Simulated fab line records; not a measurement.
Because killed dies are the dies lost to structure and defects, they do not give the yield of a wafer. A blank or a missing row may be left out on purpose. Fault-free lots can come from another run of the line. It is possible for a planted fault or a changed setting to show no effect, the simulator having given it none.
Which tool did it? + flow berkeleyCmos170 + Sampling: 15 lots, 45 wafers, 3 of 331 route steps

## WHAT THE GAUGES SHOWED, per wafer
UCB170_V1_BOW_MEAS_03.
| lot  | measured     | on           | V1_BOW (um) |
|------|--------------|--------------|-------------|
| L634 | day 8 04:02  | filmMetro-04 | 26 22 14    |
| L635 | day 8 05:19  | filmMetro-03 | 22 33 22    |
| L636 | day 8 13:19  | filmMetro-02 | 10 21 16    |
| L641 | day 9 11:06  | filmMetro-04 | 32 28 18    |
| L640 | day 9 12:24  | filmMetro-03 | 17 12 17    |
| L643 | day 9 22:31  | filmMetro-04 | 11 19 11    |
| L642 | day 9 23:52  | filmMetro-04 | 18 19 -2    |
| L645 | day 11 00:46 | filmMetro-02 | 22 7 16     |
| L647 | day 11 03:37 | filmMetro-04 | 1 30 35     |
| L646 | day 11 07:32 | filmMetro-04 | 12 19 8     |
| L653 | day 12 00:41 | filmMetro-04 | 7 22 16     |
| L654 | day 12 10:38 | filmMetro-02 | 9 21 22     |
| L655 | day 12 13:13 | filmMetro-04 | 24 15 32    |
| L651 | day 12 14:30 | filmMetro-03 | 17 13 8     |
| L657 | day 13 01:32 | filmMetro-03 | 13 24 26    |

## WHAT TOOL EACH LOT RAN ON (gives the tool, then ch and the chambers of the sampled wafers, and finally the start)
| lot  | UCB170_GATE_ETCH_15             | UCB170_PSD_STRIP_09                 |
|------|---------------------------------|-------------------------------------|
| L634 | rieSi-02 ch 1,2,3, day 6 21:40  | plasmaAsher-03 ch 0,1, day 7 13:15  |
| L635 | rieSi-02 ch 1,3, day 6 22:13    | plasmaAsher-02 ch 0,1, day 7 13:17  |
| L636 | rieSi-01 ch 0,3, day 7 09:22    | plasmaAsher-03 ch 1, day 7 22:04    |
| L641 | rieSi-02 ch 1,3, day 8 07:33    | plasmaAsher-02 ch 0,1, day 8 23:05  |
| L640 | rieSi-02 ch 2,3, day 8 07:46    | plasmaAsher-03 ch 0,1, day 8 23:18  |
| L643 | rieSi-01 ch 1,3, day 8 18:28    | plasmaAsher-02 ch 0,1, day 9 08:37  |
| L642 | rieSi-02 ch 0,2,3, day 8 18:43  | plasmaAsher-03 ch 0,1, day 9 08:30  |
| L645 | rieSi-01 ch 1,2,3, day 9 18:11  | plasmaAsher-02 ch 0,1, day 10 07:57 |
| L647 | rieSi-01 ch 0,3, day 10 04:02   | plasmaAsher-01 ch 0,1, day 10 15:19 |
| L646 | rieSi-02 ch 1,2,3, day 10 04:42 | plasmaAsher-01 ch 0, day 10 15:56   |
| L653 | rieSi-02 ch 0,1,2, day 10 22:31 | plasmaAsher-03 ch 0,1, day 11 10:34 |
| L654 | rieSi-01 ch 0,2,3, day 11 09:00 | plasmaAsher-01 ch 0,1, day 11 20:47 |
| L655 | rieSi-02 ch 0,1,2, day 11 09:04 | plasmaAsher-02 ch 0,1, day 11 20:53 |
| L651 | rieSi-02 ch 1,2, day 11 09:20   | plasmaAsher-02 ch 0,1, day 11 21:20 |
| L657 | rieSi-01 ch 1,2, day 12 00:48   | plasmaAsher-01 ch 0,1, day 12 10:46 |
- UCB170_GATE_ETCH_15: etches poly-Si in HBr/Cl2, stops on SiO2, time 56.3 s, target depth 278.2 nm.
- UCB170_PSD_STRIP_09: strips in O2.

## AS READ BY THE TOOLS THEMSELVES (means over the sampled wafers that have a number; for cases with no such wafer, the mark the record gives instead)
UCB170_GATE_ETCH_15.
| lot  | tool     | drypumpMotorCurrentA (A) | oesProductAu (a.u.) | runLengthS (s) | throttleValvePct (%) |
|------|----------|--------------------------|---------------------|----------------|----------------------|
| L634 | rieSi-02 | 5.8                      | 0.836               | 84.7           | 26.69                |
| L635 | rieSi-02 | 5.9                      | 0.841               | 84.5           | 26.65                |
| L636 | rieSi-01 | 5.8                      | 0.847               | 84.9           | 26.55                |
| L641 | rieSi-02 | 5.9                      | 0.836               | 84.7           | 26.64                |
| L640 | rieSi-02 | 5.9                      | 0.834               | 84.3           | 26.72                |
| L643 | rieSi-01 | 6.0                      | 0.846               | 84.5           | 26.49                |
| L642 | rieSi-02 | 6.1                      | 0.843               | 84.5           | 26.67                |
| L645 | rieSi-01 | 5.7                      | 0.846               | 84.7           | 26.44                |
| L647 | rieSi-01 | 5.4                      | 0.832               | 84.9           | 26.53                |
| L646 | rieSi-02 | 5.8                      | 0.841               | 84.6           | 26.69                |
| L653 | rieSi-02 | 6.0                      | 0.981               | 76.1           | 26.63                |
| L654 | rieSi-01 | 5.5                      | 0.840               | 84.6           | 26.50                |
| L655 | rieSi-02 | 6.1                      | 0.992               | 75.9           | 26.62                |
| L651 | rieSi-02 | 5.7                      | 0.982               | 76.1           | 26.73                |
| L657 | rieSi-01 | 5.5                      | 0.848               | 84.2           | 26.35                |

UCB170_PSD_STRIP_09.
| lot  | tool           | drypumpMotorCurrentA (A) | oesProductAu (a.u.) | stripTimeToEndpointS (s) |
|------|----------------|--------------------------|---------------------|--------------------------|
| L634 | plasmaAsher-03 | 5.7                      | 0.600               | 29.40                    |
| L635 | plasmaAsher-02 | 5.7                      | 0.600               | 29.55                    |
| L636 | plasmaAsher-03 | 6.4                      | 0.598               | 29.29                    |
| L641 | plasmaAsher-02 | 5.7                      | 0.600               | 29.41                    |
| L640 | plasmaAsher-03 | 6.0                      | 0.595               | 29.32                    |
| L643 | plasmaAsher-02 | 5.7                      | 0.598               | 29.38                    |
| L642 | plasmaAsher-03 | 5.7                      | 0.601               | 29.41                    |
| L645 | plasmaAsher-02 | 6.0                      | 0.599               | 29.50                    |
| L647 | plasmaAsher-01 | 5.6                      | 0.603               | 29.35                    |
| L646 | plasmaAsher-01 | 5.5                      | 0.603               | 29.23                    |
| L653 | plasmaAsher-03 | 6.0                      | 0.602               | 29.36                    |
| L654 | plasmaAsher-01 | 5.6                      | 0.601               | 29.41                    |
| L655 | plasmaAsher-02 | 5.7                      | 0.601               | 29.44                    |
| L651 | plasmaAsher-02 | 6.0                      | 0.598               | 29.45                    |
| L657 | plasmaAsher-01 | 5.6                      | 0.600               | 29.34                    |

## THE ANSWER, worked out from the rows above alone
Rule: the usual values come from the lots themselves. Put in order of their means at a reading, lots are off if they are a third of the lots or fewer, leave a main group of 4 or more, and stand apart from it by a gap of 3 or more times the standard deviation of the main group's means; of several such gaps the widest counts. A main group whose means are all the same, to the digits that the tables above print for the reading, isn't used. A lot without any number at a reading at which 4 lots or more have one is off too. Any other lot the step has rows for is counted as sound. After the gauges, taken in route order, come the tools' own readings; for these a lot's mean is taken, as printed above. The first step at which some lot is off is used, and at that step the reading that is off furthest; a lot without a number counts as furthest.
Off, at UCB170_GATE_ETCH_15 on runLengthS: L653, L655, L651. Mean 84.6 s and standard deviation 0.2 in the main group.
If a tool, at that step or one of the process steps before it, ran each lot that is off and ran no sound lot following the first of them, it fits. One fits: rieSi-02 at UCB170_GATE_ETCH_15. Its last sound lot is L646 (day 10 04:42), its first lot that is off L653 (day 10 22:31): a fault that began between those two fits.
The tool's own readings at UCB170_GATE_ETCH_15 bear it out: on the lots that are off they differ by more than 5 times the standard deviation of the sound lots' means. oesProductAu reads 0.985 a.u. there against 0.841 a.u. on the sound lots; runLengthS reads 76.0 s there against 84.6 s on the sound lots.

## WHAT THE SIMULATOR PUT IN
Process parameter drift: rieSi-02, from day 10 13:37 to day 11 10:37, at UCB170_GATE_ETCH_15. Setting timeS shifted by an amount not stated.
Lots struck among those shown: L653, L655, L651. The rule given above showed the same thing.
